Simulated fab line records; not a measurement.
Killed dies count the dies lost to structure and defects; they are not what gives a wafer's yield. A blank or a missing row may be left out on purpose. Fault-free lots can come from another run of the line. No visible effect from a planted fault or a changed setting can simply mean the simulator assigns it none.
Split-lot study :: flow berkeley cmos170 :: 23 wafers read across 5 lots, on a route 331 steps long

ABOUT THE SPLIT
At UCB170_PFIELD_IMPLANT_07, the setting dose cm2 was moved away from the recipe's 2e+13 on 10 of the 23 wafers read, by -6.6% to +7.3%. This setting was run at the recipe's value on the other wafers.

FROM THE SPLIT TO THE READING: what the file shows between them, 1 step
- UCB170_PFIELD_STRIP_08: strips in O2

THE READING
PFIELD_TW, at UCB170_PFIELD_TW_MEAS_09. On this fab line, fault-free wafers typically give 600 with a standard deviation of 3.5.

wafer: L074.1
tool, chamber at the split: implanter-04, 0
dose cm2 as run: 2e+13
against the recipe: recipe
PFIELD_TW: 600
against lot-mates on the recipe: -

wafer: L074.2
tool, chamber at the split: implanter-04, 0
dose cm2 as run: 1.905e+13
against the recipe: -4.7%
PFIELD_TW: 590
against lot-mates on the recipe: -10

wafer: L074.3
tool, chamber at the split: implanter-04, 0
dose cm2 as run: 2e+13
against the recipe: recipe
PFIELD_TW: 601
against lot-mates on the recipe: -

wafer: L074.5
tool, chamber at the split: implanter-04, 0
dose cm2 as run: 1.905e+13
against the recipe: -4.7%
PFIELD_TW: 591
against lot-mates on the recipe: -9

wafer: L074.6
tool, chamber at the split: implanter-04, 0
dose cm2 as run: 2e+13
against the recipe: recipe
PFIELD_TW: 599
against lot-mates on the recipe: -

wafer: L077.1
tool, chamber at the split: implanter-03, 0
dose cm2 as run: 1.869e+13
against the recipe: -6.6%
PFIELD_TW: 582
against lot-mates on the recipe: -16

wafer: L077.2
tool, chamber at the split: implanter-03, 0
dose cm2 as run: 1.869e+13
against the recipe: -6.6%
PFIELD_TW: 589
against lot-mates on the recipe: -8

wafer: L077.3
tool, chamber at the split: implanter-03, 0
dose cm2 as run: 2e+13
against the recipe: recipe
PFIELD_TW: 597
against lot-mates on the recipe: -

wafer: L077.5
tool, chamber at the split: implanter-03, 0
dose cm2 as run: 2e+13
against the recipe: recipe
PFIELD_TW: 598
against lot-mates on the recipe: -

wafer: L077.6
tool, chamber at the split: implanter-03, 0
dose cm2 as run: 1.869e+13
against the recipe: -6.6%
PFIELD_TW: 585
against lot-mates on the recipe: -12

wafer: L078.2
tool, chamber at the split: implanter-03, 0
dose cm2 as run: 1.938e+13
against the recipe: -3.1%
PFIELD_TW: 589
against lot-mates on the recipe: -8

wafer: L078.3
tool, chamber at the split: implanter-03, 0
dose cm2 as run: 2e+13
against the recipe: recipe
PFIELD_TW: 596
against lot-mates on the recipe: -

wafer: L078.4
tool, chamber at the split: implanter-03, 0
dose cm2 as run: 1.938e+13
against the recipe: -3.1%
PFIELD_TW: 594
against lot-mates on the recipe: -2

wafer: L078.5
tool, chamber at the split: implanter-03, 0
dose cm2 as run: 1.938e+13
against the recipe: -3.1%
PFIELD_TW: 593
against lot-mates on the recipe: -4

wafer: L078.6
tool, chamber at the split: implanter-03, 0
dose cm2 as run: 2e+13
against the recipe: recipe
PFIELD_TW: 597
against lot-mates on the recipe: -

wafer: L082.2
tool, chamber at the split: implanter-04, 0
dose cm2 as run: 2e+13
against the recipe: recipe
PFIELD_TW: 598
against lot-mates on the recipe: -

wafer: L082.4
tool, chamber at the split: implanter-04, 0
dose cm2 as run: 2e+13
against the recipe: recipe
PFIELD_TW: 598
against lot-mates on the recipe: -

wafer: L082.5
tool, chamber at the split: implanter-04, 0
dose cm2 as run: 2e+13
against the recipe: recipe
PFIELD_TW: 601
against lot-mates on the recipe: -

wafer: L085.1
tool, chamber at the split: implanter-03, 0
dose cm2 as run: 2e+13
against the recipe: recipe
PFIELD_TW: 600
against lot-mates on the recipe: -

wafer: L085.2
tool, chamber at the split: implanter-03, 0
dose cm2 as run: 2e+13
against the recipe: recipe
PFIELD_TW: 602
against lot-mates on the recipe: -

wafer: L085.3
tool, chamber at the split: implanter-03, 0
dose cm2 as run: 2.146e+13
against the recipe: +7.3%
PFIELD_TW: 620
against lot-mates on the recipe: +19

wafer: L085.4
tool, chamber at the split: implanter-03, 0
dose cm2 as run: 2.146e+13
against the recipe: +7.3%
PFIELD_TW: 616
against lot-mates on the recipe: +15

wafer: L085.6
tool, chamber at the split: implanter-03, 0
dose cm2 as run: 2e+13
against the recipe: recipe
PFIELD_TW: 602
against lot-mates on the recipe: -

THE FIT
A straight line over all 23 wafers: PFIELD_TW changes by +2.29 for each +1% of dose cm2; r = +0.96; the points scatter about the line by 2.3.
The same after taking each lot's own level away (the mean of its wafers on the recipe; 23 wafers): +2.03 for each +1%; r = +0.97; scatter 1.9.
Per that fit: largest dose cm2 move, reading shift of 15.
From 596.5 to 601.3: that is the span of the lots' own levels, equal to 1.4 times the standard deviation above.
Hence the slope depends on the lot-to-lot level, as the two fits are not the same.
Check: for one of the wafers moved furthest among these (+7.3%), held out of the fit, the line's prediction against its lot-mates is +14. Against them it came out at +18.7.

FURTHER SPLITS ON THESE WAFERS
Other splits were also applied to these wafers ahead of the reading. Each is held against what the fit with the lots' levels taken away leaves over:
other split on the same wafers: UCB170_START_OXIDATION_02 temp c
wafers away from the commonest value: 15
r with PFIELD_TW (lot level and that fit taken away): -0.05

other split on the same wafers: UCB170_NWELL_OXIDATION_01 ox time s
wafers away from the commonest value: 10
r with PFIELD_TW (lot level and that fit taken away): -0.12

other split on the same wafers: UCB170_PWELL_CVD_05 time s
wafers away from the commonest value: 5
r with PFIELD_TW (lot level and that fit taken away): -0.16

other split on the same wafers: UCB170_PWELL_ETCH_14 rf w
wafers away from the commonest value: 6
r with PFIELD_TW (lot level and that fit taken away): -0.29

other split on the same wafers: UCB170_WELLDRIVE_OXIDATION_01 temp c
wafers away from the commonest value: 10
r with PFIELD_TW (lot level and that fit taken away): +0.13

other split on the same wafers: UCB170_ACTIVE_COAT_08 resist thk nm
wafers away from the commonest value: 5
r with PFIELD_TW (lot level and that fit taken away): +0.03

other split on the same wafers: UCB170_PFIELD_COAT_01 spin rpm
wafers away from the commonest value: 8
r with PFIELD_TW (lot level and that fit taken away): -0.52

FILE'S OWN FIT
PFIELD_TW changes by +2.03 for each +1% of dose cm2, r = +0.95.
